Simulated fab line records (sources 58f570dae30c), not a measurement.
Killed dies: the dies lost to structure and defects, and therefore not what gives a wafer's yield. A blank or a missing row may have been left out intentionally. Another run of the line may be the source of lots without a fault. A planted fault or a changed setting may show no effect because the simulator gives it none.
fab line records :: flow berkeley-cmos170 :: part 2 of 2: steps 29 to 41 of 41
[record]
  lots = 5
  wafers = 15
  last-day = 12
route steps=331 shown V1@262 M2@271 V2@292
lots with no fault: from the same line, run without faults
start-h: hours from the record's first day to the start of the lot's first wafer shown :: wait-h: time in hours since the lot's previous step :: " identical to the entry in the row above :: L1.1+2: a row that stands for several wafers :: - no value present, or no start provided :: * or withheld: withheld :: < > ~ a bound
route shown NAME@n: a module of which the file shows steps, and the number in the route of the first :: usual: mean/standard deviation taken from wafers without a fault :: same: alike in all rows :: chamber/n: place in a boat :: sites: per-site readings :: _std_site: the values' standard deviation :: _edge_site: mean of outer sites minus mean of inner sites :: radius-mm: for every site, how far away it sits from the centre of the wafer :: mask NAME#n: copy n :: behind: the tool/chamber that last shaped the wafer :: hold: the reason the lot was held/the length of the hold in hours/how it ended :: device: the transistor (n, p or np) that didn't switch :: end of line: the route-end tests of the same wafers :: a step with no rows: only its recipe :: killed: count of dies lost to structure and defects at first sort (not the wafer's yield) :: map: per-die view of a wafer (x killed, . not killed, _ where there is no die)
set.NAME: the setting that was run; set.NAME@STEP: the one run at that earlier step :: model.NAME: the simulator's own value behind a step, which no gauge read
lots seen at some steps along the route; tables by step, rows by wafer
services: from which hour (start-h, from the record's first day; less than 0 if before it) a tool's chamber was out of use, for how many hours, and why
[[steps]]
[step UCB170_M2_STRIP_19]
[recipe]
  chemistry = O2
  power-w = 400
  pressure-mtorr = 3500
  platen-temp-c = withheld
  o2-flow-sccm = 400
  overash-fraction = 0.5
[usual]
  drypump-motor-current-A = 5.7/0.36
  oes-product-au = 0.526/0.03
lot.wafer: L075.1
tool: plasma-asher-04
chamber: 1
start-h: 192.55
wait-h: 0.1
drypump-motor-current-A: 5.8
oes-product-au: 0.497
rf-hours-counter-h: 48

lot.wafer: L075.2
tool: plasma-asher-04
chamber: 0
start-h: 192.55
wait-h: 0.1
drypump-motor-current-A: 6.3
oes-product-au: 0.518
rf-hours-counter-h: 48

lot.wafer: L075.4
tool: plasma-asher-04
chamber: 0
start-h: 192.55
wait-h: 0.1
drypump-motor-current-A: 6.2
oes-product-au: 0.507
rf-hours-counter-h: -

lot.wafer: L082.2
tool: plasma-asher-04
chamber: 0
start-h: 221.70
wait-h: 0.2
drypump-motor-current-A: 6.2
oes-product-au: 0.512
rf-hours-counter-h: 52

lot.wafer: L082.3
tool: plasma-asher-04
chamber: 0
start-h: 221.70
wait-h: 0.2
drypump-motor-current-A: 6.3
oes-product-au: 0.530
rf-hours-counter-h: -

lot.wafer: L082.5
tool: plasma-asher-04
chamber: 1
start-h: 221.70
wait-h: 0.2
drypump-motor-current-A: 5.9
oes-product-au: 0.514
rf-hours-counter-h: -

lot.wafer: L087.1
tool: plasma-asher-01
chamber: 1
start-h: 241.43
wait-h: 0.1
drypump-motor-current-A: 5.1
oes-product-au: 0.518
rf-hours-counter-h: 54

lot.wafer: L087.2
tool: plasma-asher-01
chamber: 0
start-h: 241.43
wait-h: 0.1
drypump-motor-current-A: 5.2
oes-product-au: 0.513
rf-hours-counter-h: 54

lot.wafer: L087.5
tool: plasma-asher-01
chamber: 1
start-h: 241.43
wait-h: 0.1
drypump-motor-current-A: 5.1
oes-product-au: 0.508
rf-hours-counter-h: -

lot.wafer: L093.2
tool: plasma-asher-03
chamber: 0
start-h: 279.72
wait-h: 0.1
drypump-motor-current-A: 5.6
oes-product-au: 0.494
rf-hours-counter-h: 46

lot.wafer: L093.4
tool: plasma-asher-03
chamber: 0
start-h: 279.72
wait-h: 0.1
drypump-motor-current-A: 5.6
oes-product-au: 0.588
rf-hours-counter-h: -

lot.wafer: L093.6
tool: plasma-asher-03
chamber: 1
start-h: 279.72
wait-h: 0.1
drypump-motor-current-A: 5.7
oes-product-au: 0.583
rf-hours-counter-h: -

lot.wafer: L092.1
tool: plasma-asher-01
chamber: 1
start-h: 285.72
wait-h: 0.1
drypump-motor-current-A: 5.1
oes-product-au: 0.493
rf-hours-counter-h: 59

lot.wafer: L092.2
tool: plasma-asher-01
chamber: 0
start-h: 285.72
wait-h: 0.1
drypump-motor-current-A: 5.2
oes-product-au: 0.528
rf-hours-counter-h: 59

lot.wafer: L092.3
tool: plasma-asher-01
chamber: 0
start-h: 285.72
wait-h: 0.1
drypump-motor-current-A: 5.2
oes-product-au: 0.521
rf-hours-counter-h: -
[step UCB170_M2_CD_MEAS_90]
[recipe]
  target-cd-nm = 700
[usual]
  cd-nm = 701/5.3
lot.wafer: L075.1
tool: cd-sem-02
chamber: -
start-h: 192.65
wait-h: 0.1
cd-nm: 704

lot.wafer: L075.2
tool: cd-sem-02
chamber: -
start-h: 192.65
wait-h: 0.1
cd-nm: 699

lot.wafer: L075.4
tool: cd-sem-02
chamber: -
start-h: 192.65
wait-h: 0.1
cd-nm: 705

lot.wafer: L082.2
tool: cd-sem-01
chamber: -
start-h: 221.82
wait-h: 0.1
cd-nm: 705

lot.wafer: L082.3
tool: cd-sem-01
chamber: -
start-h: 221.82
wait-h: 0.1
cd-nm: 703

lot.wafer: L082.5
tool: cd-sem-01
chamber: -
start-h: 221.82
wait-h: 0.1
cd-nm: 709

lot.wafer: L087.1
tool: cd-sem-01
chamber: -
start-h: 241.53
wait-h: 0.1
cd-nm: 697

lot.wafer: L087.2
tool: cd-sem-01
chamber: -
start-h: 241.53
wait-h: 0.1
cd-nm: 702

lot.wafer: L087.5
tool: cd-sem-01
chamber: -
start-h: 241.53
wait-h: 0.1
cd-nm: 704

lot.wafer: L093.2
tool: cd-sem-01
chamber: -
start-h: 279.84
wait-h: 0.1
cd-nm: 699

lot.wafer: L093.4
tool: cd-sem-01
chamber: -
start-h: 279.84
wait-h: 0.1
cd-nm: 705

lot.wafer: L093.6
tool: cd-sem-01
chamber: -
start-h: 279.84
wait-h: 0.1
cd-nm: 708

lot.wafer: L092.1
tool: cd-sem-01
chamber: -
start-h: 285.82
wait-h: 0.1
cd-nm: 697

lot.wafer: L092.2
tool: cd-sem-01
chamber: -
start-h: 285.82
wait-h: 0.1
cd-nm: 692

lot.wafer: L092.3
tool: cd-sem-01
chamber: -
start-h: 285.82
wait-h: 0.1
cd-nm: 685
[step UCB170_V2_CVD_00]
[recipe]
  material = SiO2
  target-thk-nm = 2000
  temp-c = 390
  precursor = TEOS/O2
  time-s = 250
  rf-w = 550
  pressure-mtorr = 9000
[usual]
  heater-power-w = 261/56
lot.wafer: L075.1
tool: pecvd-01
chamber: 1
start-h: 192.77
wait-h: 0.1
heater-power-w: 323

lot.wafer: L075.2
tool: pecvd-01
chamber: 0
start-h: 192.77
wait-h: 0.1
heater-power-w: 334

lot.wafer: L075.4
tool: pecvd-01
chamber: 1
start-h: 192.77
wait-h: 0.1
heater-power-w: 375

lot.wafer: L082.2
tool: pecvd-03
chamber: 1
start-h: 221.92
wait-h: 0.1
heater-power-w: 305

lot.wafer: L082.3
tool: pecvd-03
chamber: 2
start-h: 221.92
wait-h: 0.1
heater-power-w: 176

lot.wafer: L082.5
tool: pecvd-03
chamber: 0
start-h: 221.92
wait-h: 0.1
heater-power-w: 213

lot.wafer: L087.1
tool: pecvd-04
chamber: 1
start-h: 241.65
wait-h: 0.1
heater-power-w: 223

lot.wafer: L087.2
tool: pecvd-04
chamber: 0
start-h: 241.65
wait-h: 0.1
heater-power-w: 175

lot.wafer: L087.5
tool: pecvd-04
chamber: 0
start-h: 241.65
wait-h: 0.1
heater-power-w: 163

lot.wafer: L093.2
tool: pecvd-01
chamber: 0
start-h: 279.94
wait-h: 0.1
heater-power-w: 317

lot.wafer: L093.4
tool: pecvd-01
chamber: 2
start-h: 279.94
wait-h: 0.1
heater-power-w: 305

lot.wafer: L093.6
tool: pecvd-01
chamber: 1
start-h: 279.94
wait-h: 0.1
heater-power-w: 277

lot.wafer: L092.1
tool: pecvd-03
chamber: 1
start-h: 285.94
wait-h: 0.1
heater-power-w: 263

lot.wafer: L092.2
tool: pecvd-03
chamber: 0
start-h: 285.94
wait-h: 0.1
heater-power-w: 276

lot.wafer: L092.3
tool: pecvd-03
chamber: 2
start-h: 285.94
wait-h: 0.1
heater-power-w: 177
[step UCB170_V2_THK_MEAS_01]
[recipe]
  reads = SiO2_of_V2_CVD_00
[usual]
  V2_TEOS_THK = 1985/26
lot.wafer: L075.1
tool: film-metro-02
chamber: -
start-h: 192.92
wait-h: 0.1
V2_TEOS_THK[nm]: 1955

lot.wafer: L075.2
tool: film-metro-02
chamber: -
start-h: 192.92
wait-h: 0.1
V2_TEOS_THK[nm]: 1946

lot.wafer: L075.4
tool: film-metro-02
chamber: -
start-h: 192.92
wait-h: 0.1
V2_TEOS_THK[nm]: 1996

lot.wafer: L082.2
tool: film-metro-03
chamber: -
start-h: 222.09
wait-h: 0.1
V2_TEOS_THK[nm]: 2011

lot.wafer: L082.3
tool: film-metro-03
chamber: -
start-h: 222.09
wait-h: 0.1
V2_TEOS_THK[nm]: 1972

lot.wafer: L082.5
tool: film-metro-03
chamber: -
start-h: 222.09
wait-h: 0.1
V2_TEOS_THK[nm]: 1991

lot.wafer: L087.1
tool: film-metro-02
chamber: -
start-h: 241.89
wait-h: 0.2
V2_TEOS_THK[nm]: 1945

lot.wafer: L087.2
tool: film-metro-02
chamber: -
start-h: 241.89
wait-h: 0.2
V2_TEOS_THK[nm]: 1951

lot.wafer: L087.5
tool: film-metro-02
chamber: -
start-h: 241.89
wait-h: 0.2
V2_TEOS_THK[nm]: 1977

lot.wafer: L093.2
tool: film-metro-03
chamber: -
start-h: 280.11
wait-h: 0.1
V2_TEOS_THK[nm]: 1947

lot.wafer: L093.4
tool: film-metro-03
chamber: -
start-h: 280.11
wait-h: 0.1
V2_TEOS_THK[nm]: 1970

lot.wafer: L093.6
tool: film-metro-03
chamber: -
start-h: 280.11
wait-h: 0.1
V2_TEOS_THK[nm]: 1984

lot.wafer: L092.1
tool: film-metro-04
chamber: -
start-h: 286.09
wait-h: 0.1
V2_TEOS_THK[nm]: 1989

lot.wafer: L092.2
tool: film-metro-04
chamber: -
start-h: 286.09
wait-h: 0.1
V2_TEOS_THK[nm]: 1975

lot.wafer: L092.3
tool: film-metro-04
chamber: -
start-h: 286.09
wait-h: 0.1
V2_TEOS_THK[nm]: 1976
[step UCB170_V2_CMP_02]
[recipe]
  material = SiO2
  down-force-psi = 6
  platen-rpm = 60
  pad-velocity-m-s = 0.75398
[usual]
  motor-current-A = 16.1/0.9
  slurry-filter-dp-kPa = 13.49/0.15
  slurry-flow-ml-min = 150.1/0.49
lot.wafer: L075.2
tool: cmp-02
chamber: 0
start-h: 193.03
wait-h: 0.1
motor-current-A: 16.1
slurry-filter-dp-kPa: 13.43
slurry-flow-ml-min: 150.5

lot.wafer: L075.4
tool: cmp-02
chamber: 1
start-h: 193.03
wait-h: 0.1
motor-current-A: 15.4
slurry-filter-dp-kPa: 13.52
slurry-flow-ml-min: 149.8

lot.wafer: L075.1
tool: cmp-02
chamber: 2
start-h: 193.03
wait-h: 0.1
motor-current-A: 17.2
slurry-filter-dp-kPa: 13.57
slurry-flow-ml-min: 150.0

lot.wafer: L082.2
tool: cmp-02
chamber: 2
start-h: 222.24
wait-h: 0.1
motor-current-A: 17.7
slurry-filter-dp-kPa: 13.79
slurry-flow-ml-min: 150.4

lot.wafer: L082.3
tool: cmp-02
chamber: 3
start-h: 222.24
wait-h: 0.1
motor-current-A: 16.9
slurry-filter-dp-kPa: 13.81
slurry-flow-ml-min: 150.1

lot.wafer: L082.5
tool: cmp-02
chamber: 1
start-h: 222.24
wait-h: 0.1
motor-current-A: 16.0
slurry-filter-dp-kPa: 13.36
slurry-flow-ml-min: 149.6

lot.wafer: L087.2
tool: cmp-01
chamber: 2
start-h: 242.05
wait-h: 0.1
motor-current-A: 16.6
slurry-filter-dp-kPa: 13.52
slurry-flow-ml-min: 148.8

lot.wafer: L087.1
tool: cmp-01
chamber: 3
start-h: 242.05
wait-h: 0.1
motor-current-A: 17.4
slurry-filter-dp-kPa: 13.48
slurry-flow-ml-min: 149.4

lot.wafer: L087.5
tool: cmp-01
chamber: 1
start-h: 242.05
wait-h: 0.1
motor-current-A: 14.8
slurry-filter-dp-kPa: 13.41
slurry-flow-ml-min: 150.0

lot.wafer: L093.2
tool: cmp-01
chamber: 2
start-h: 280.16
wait-h: 0.0
motor-current-A: 16.3
slurry-filter-dp-kPa: 13.54
slurry-flow-ml-min: 151.0

lot.wafer: L093.4
tool: cmp-01
chamber: 1
start-h: 280.16
wait-h: 0.0
motor-current-A: 14.9
slurry-filter-dp-kPa: 13.41
slurry-flow-ml-min: 150.5

lot.wafer: L093.6
tool: cmp-01
chamber: 2
start-h: 280.16
wait-h: 0.0
motor-current-A: 15.7
slurry-filter-dp-kPa: 13.56
slurry-flow-ml-min: 149.5

lot.wafer: L092.1
tool: cmp-01
chamber: 2
start-h: 286.15
wait-h: 0.1
motor-current-A: 16.2
slurry-filter-dp-kPa: 13.05
slurry-flow-ml-min: 150.4

lot.wafer: L092.2
tool: cmp-01
chamber: 3
start-h: 286.15
wait-h: 0.1
motor-current-A: 16.9
slurry-filter-dp-kPa: 13.65
slurry-flow-ml-min: 149.8

lot.wafer: L092.3
tool: cmp-01
chamber: 1
start-h: 286.15
wait-h: 0.1
motor-current-A: 14.5
slurry-filter-dp-kPa: 13.23
slurry-flow-ml-min: 150.4
[step UCB170_V2_BOW_MEAS_03]
[recipe]
  mode = bow
[usual]
  V2_BOW = 34/7.2
lot.wafer: L075.1
tool: film-metro-04
chamber: -
start-h: 193.28
wait-h: 0.1
V2_BOW[um]: 37

lot.wafer: L075.2
tool: film-metro-04
chamber: -
start-h: 193.28
wait-h: 0.1
V2_BOW[um]: 35

lot.wafer: L075.4
tool: film-metro-04
chamber: -
start-h: 193.28
wait-h: 0.1
V2_BOW[um]: 28

lot.wafer: L082.2
tool: film-metro-02
chamber: -
start-h: 222.46
wait-h: 0.2
V2_BOW[um]: 24

lot.wafer: L082.3
tool: film-metro-02
chamber: -
start-h: 222.46
wait-h: 0.2
V2_BOW[um]: 44

lot.wafer: L082.5
tool: film-metro-02
chamber: -
start-h: 222.46
wait-h: 0.2
V2_BOW[um]: 29

lot.wafer: L087.1
tool: film-metro-03
chamber: -
start-h: 242.25
wait-h: 0.1
V2_BOW[um]: 41

lot.wafer: L087.2
tool: film-metro-03
chamber: -
start-h: 242.25
wait-h: 0.1
V2_BOW[um]: 42

lot.wafer: L087.5
tool: film-metro-03
chamber: -
start-h: 242.25
wait-h: 0.1
V2_BOW[um]: 36

lot.wafer: L093.2
tool: film-metro-03
chamber: -
start-h: 280.48
wait-h: 0.3
V2_BOW[um]: 36

lot.wafer: L093.4
tool: film-metro-03
chamber: -
start-h: 280.48
wait-h: 0.3
V2_BOW[um]: 49

lot.wafer: L093.6
tool: film-metro-03
chamber: -
start-h: 280.48
wait-h: 0.3
V2_BOW[um]: 27

lot.wafer: L092.1
tool: film-metro-02
chamber: -
start-h: 286.45
wait-h: 0.2
V2_BOW[um]: 39

lot.wafer: L092.2
tool: film-metro-02
chamber: -
start-h: 286.45
wait-h: 0.2
V2_BOW[um]: 34

lot.wafer: L092.3
tool: film-metro-02
chamber: -
start-h: 286.45
wait-h: 0.2
V2_BOW[um]: 34
[step UCB170_V2_THK_MEAS_04]
[recipe]
  reads = SiO2_of_V2_CVD_00
[usual]
  V2_POLISHED_THK = 999.9/1.4
lot.wafer: L075.1
tool: film-metro-04
chamber: -
start-h: 193.40
wait-h: 0.1
V2_POLISHED_THK[nm]: 999.3

lot.wafer: L075.2
tool: film-metro-04
chamber: -
start-h: 193.40
wait-h: 0.1
V2_POLISHED_THK[nm]: 1000.3

lot.wafer: L075.4
tool: film-metro-04
chamber: -
start-h: 193.40
wait-h: 0.1
V2_POLISHED_THK[nm]: 999.6

lot.wafer: L082.2
tool: film-metro-02
chamber: -
start-h: 222.57
wait-h: 0.1
V2_POLISHED_THK[nm]: 999.1

lot.wafer: L082.3
tool: film-metro-02
chamber: -
start-h: 222.57
wait-h: 0.1
V2_POLISHED_THK[nm]: 996.7

lot.wafer: L082.5
tool: film-metro-02
chamber: -
start-h: 222.57
wait-h: 0.1
V2_POLISHED_THK[nm]: 1001.2

lot.wafer: L087.1
tool: film-metro-03
chamber: -
start-h: 242.37
wait-h: 0.1
V2_POLISHED_THK[nm]: 1002.2

lot.wafer: L087.2
tool: film-metro-03
chamber: -
start-h: 242.37
wait-h: 0.1
V2_POLISHED_THK[nm]: 999.3

lot.wafer: L087.5
tool: film-metro-03
chamber: -
start-h: 242.37
wait-h: 0.1
V2_POLISHED_THK[nm]: 1000.2

lot.wafer: L093.2
tool: film-metro-03
chamber: -
start-h: 280.59
wait-h: 0.1
V2_POLISHED_THK[nm]: 999.5

lot.wafer: L093.4
tool: film-metro-03
chamber: -
start-h: 280.59
wait-h: 0.1
V2_POLISHED_THK[nm]: 1000.4

lot.wafer: L093.6
tool: film-metro-03
chamber: -
start-h: 280.59
wait-h: 0.1
V2_POLISHED_THK[nm]: 1000.3

lot.wafer: L092.1
tool: film-metro-02
chamber: -
start-h: 286.57
wait-h: 0.1
V2_POLISHED_THK[nm]: 1000.7

lot.wafer: L092.2
tool: film-metro-02
chamber: -
start-h: 286.57
wait-h: 0.1
V2_POLISHED_THK[nm]: 1001.8

lot.wafer: L092.3
tool: film-metro-02
chamber: -
start-h: 286.57
wait-h: 0.1
V2_POLISHED_THK[nm]: 1000.1
[step UCB170_V2_CLEAN_05]
[recipe]
  chemistry = DIW
lot.wafer: L075.1+2+4
tool: wet-bench-01
chamber: 0
start-h: 193.46
wait-h: 0.1

lot.wafer: L082.2+3+5
tool: wet-bench-02
chamber: 2
start-h: 222.62
wait-h: 0.0

lot.wafer: L087.1+2+5
tool: wet-bench-03
chamber: 3
start-h: 242.43
wait-h: 0.1

lot.wafer: L093.2+4+6
tool: wet-bench-01
chamber: 1
start-h: 280.64
wait-h: 0.0

lot.wafer: L092.1+2+3
tool: wet-bench-01
chamber: 1
start-h: 286.63
wait-h: 0.1
[step UCB170_V2_HMDS_06]
[recipe]
  prime-time-s = 60
  prime-temp-c = 100
lot.wafer: L075.1+2+4
tool: litho-track-01
chamber: 0
start-h: 194.15
wait-h: 0.5

lot.wafer: L082.2+3+5
tool: litho-track-04
chamber: 0
start-h: 222.82
wait-h: 0.0

lot.wafer: L087.1+2+5
tool: litho-track-03
chamber: 0
start-h: 242.60
wait-h: 0.0

lot.wafer: L093.2+4+6
tool: litho-track-01
chamber: 0
start-h: 280.84
wait-h: 0.0

lot.wafer: L092.1+2+3
tool: litho-track-01
chamber: 0
start-h: 286.91
wait-h: 0.1
[step UCB170_V2_COAT_07]
[recipe]
  resist = KrF
  spin-rpm = 1500
  resist-thk-nm = 900
lot.wafer: L075.1+2+4
tool: litho-track-01
chamber: 0
start-h: 194.30
wait-h: 0.1

lot.wafer: L082.2+3+5
tool: litho-track-04
chamber: 0
start-h: 222.97
wait-h: 0.1

lot.wafer: L087.1+2+5
tool: litho-track-03
chamber: 0
start-h: 242.75
wait-h: 0.1

lot.wafer: L093.2+4+6
tool: litho-track-01
chamber: 0
start-h: 280.99
wait-h: 0.1

lot.wafer: L092.1+2+3
tool: litho-track-01
chamber: 0
start-h: 287.06
wait-h: 0.1
[step UCB170_V2_SOFTBAKE_08]
[recipe]
  resist = KrF
  temp-c = 130
  time-s = 60
lot.wafer: L075.1+2+4
tool: litho-track-01
chamber: 0
start-h: 194.45
wait-h: 0.1

lot.wafer: L082.2+3+5
tool: litho-track-04
chamber: 0
start-h: 223.12
wait-h: 0.1

lot.wafer: L087.1+2+5
tool: litho-track-03
chamber: 0
start-h: 242.90
wait-h: 0.1

lot.wafer: L093.2+4+6
tool: litho-track-01
chamber: 0
start-h: 281.14
wait-h: 0.1

lot.wafer: L092.1+2+3
tool: litho-track-01
chamber: 0
start-h: 287.21
wait-h: 0.1
[step UCB170_V2_EXPOSE_09]
[recipe]
  mask-id = VIA2
  target-cd-nm = 700
  na = 0.5
  sigma-outer = 0.6
  source-shape = conventional
  dose-mj = 37
[usual]
  focus-offset-nm = 0.0/0.51
lot.wafer: L075.1
tool: krf-scanner-02
chamber: 0
start-h: 194.60
wait-h: 0.1
mask: VIA2#0
focus-offset-nm: -0.8

lot.wafer: L075.2
tool: krf-scanner-02
chamber: 0
start-h: 194.60
wait-h: 0.1
mask: VIA2#0
focus-offset-nm: -0.2

lot.wafer: L075.4
tool: krf-scanner-02
chamber: 0
start-h: 194.60
wait-h: 0.1
mask: VIA2#0
focus-offset-nm: -1.2

lot.wafer: L082.2
tool: krf-scanner-02
chamber: 0
start-h: 223.26
wait-h: 0.1
mask: VIA2#0
focus-offset-nm: 0.6

lot.wafer: L082.3
tool: krf-scanner-02
chamber: 0
start-h: 223.26
wait-h: 0.1
mask: VIA2#0
focus-offset-nm: -0.2

lot.wafer: L082.5
tool: krf-scanner-02
chamber: 0
start-h: 223.26
wait-h: 0.1
mask: VIA2#0
focus-offset-nm: -0.3

lot.wafer: L087.1
tool: krf-scanner-02
chamber: 0
start-h: 243.18
wait-h: 0.2
mask: VIA2#0
focus-offset-nm: -0.1

lot.wafer: L087.2
tool: krf-scanner-02
chamber: 0
start-h: 243.18
wait-h: 0.2
mask: VIA2#0
focus-offset-nm: 0.1

lot.wafer: L087.5
tool: krf-scanner-02
chamber: 0
start-h: 243.18
wait-h: 0.2
mask: VIA2#0
focus-offset-nm: 0.1

lot.wafer: L093.2
tool: krf-scanner-01
chamber: 0
start-h: 281.40
wait-h: 0.2
mask: VIA2#0
focus-offset-nm: 0.2

lot.wafer: L093.4
tool: krf-scanner-01
chamber: 0
start-h: 281.40
wait-h: 0.2
mask: VIA2#0
focus-offset-nm: 0.4

lot.wafer: L093.6
tool: krf-scanner-01
chamber: 0
start-h: 281.40
wait-h: 0.2
mask: VIA2#0
focus-offset-nm: -0.4

lot.wafer: L092.1
tool: krf-scanner-01
chamber: 0
start-h: 287.36
wait-h: 0.1
mask: VIA2#0
focus-offset-nm: 0.6

lot.wafer: L092.2
tool: krf-scanner-01
chamber: 0
start-h: 287.36
wait-h: 0.1
mask: VIA2#0
focus-offset-nm: 0.2

lot.wafer: L092.3
tool: krf-scanner-01
chamber: 0
start-h: 287.36
wait-h: 0.1
mask: VIA2#0
focus-offset-nm: 0.6
[step UCB170_V2_PEB_10]
[recipe]
  peb-temp-c = 130
  peb-time-s = withheld
  resist = KrF
lot.wafer: L075.1+2+4
tool: litho-track-01
chamber: 0
start-h: 194.87
wait-h: 0.3

lot.wafer: L082.2+3+5
tool: litho-track-03
chamber: 0
start-h: 223.38
wait-h: 0.1

lot.wafer: L087.1+2+5
tool: litho-track-03
chamber: 0
start-h: 243.33
wait-h: 0.1

lot.wafer: L093.2+4+6
tool: litho-track-04
chamber: 0
start-h: 281.53
wait-h: 0.1

lot.wafer: L092.1+2+3
tool: litho-track-03
chamber: 0
start-h: 287.48
wait-h: 0.1
[[services]]
tool: rie-diel-02
chamber: 1
start-h: 173.09
hours: 6.0
kind: repair

tool: krf-scanner-01
chamber: -
start-h: 174.88
hours: 0.8
kind: pm

tool: krf-scanner-02
chamber: -
start-h: 175.63
hours: 4.0
kind: pm

tool: rie-diel-03
chamber: 0
start-h: 176.90
hours: 11.7
kind: repair

tool: cmp-02
chamber: -
start-h: 179.44
hours: 4.5
kind: repair

tool: pvd-sputter-03
chamber: -
start-h: 191.94
hours: 6.4
kind: repair

tool: krf-scanner-01
chamber: -
start-h: 196.29
hours: 1.0
kind: pm

tool: cmp-02
chamber: -
start-h: 196.72
hours: 0.6
kind: repair

tool: pvd-sputter-01
chamber: -
start-h: 197.66
hours: 15.2
kind: repair

tool: pecvd-01
chamber: -
start-h: 209.29
hours: 2.8
kind: pm

tool: krf-scanner-01
chamber: -
start-h: 217.92
hours: 0.5
kind: repair

tool: krf-scanner-01
chamber: -
start-h: 221.55
hours: 10.1
kind: repair

tool: cmp-01
chamber: -
start-h: 232.07
hours: 4.0
kind: pm

tool: pvd-sputter-03
chamber: -
start-h: 232.29
hours: 2.1
kind: repair

tool: plasma-asher-02
chamber: -
start-h: 235.21
hours: 0.7
kind: repair

tool: krf-scanner-01
chamber: -
start-h: 247.41
hours: 4.4
kind: pm

tool: krf-scanner-02
chamber: -
start-h: 255.12
hours: 1.6
kind: repair

tool: krf-scanner-01
chamber: -
start-h: 258.64
hours: 3.6
kind: pm

tool: krf-scanner-02
chamber: -
start-h: 262.20
hours: 0.8
kind: pm

tool: cmp-01
chamber: -
start-h: 272.61
hours: 1.3
kind: repair

tool: cmp-01
chamber: -
start-h: 274.54
hours: 0.6
kind: repair

tool: plasma-asher-01
chamber: -
start-h: 274.61
hours: 1.0
kind: repair

tool: rie-metal-04
chamber: -
start-h: 279.76
hours: 0.8
kind: repair

tool: plasma-asher-02
chamber: -
start-h: 282.68
hours: 5.2
kind: repair
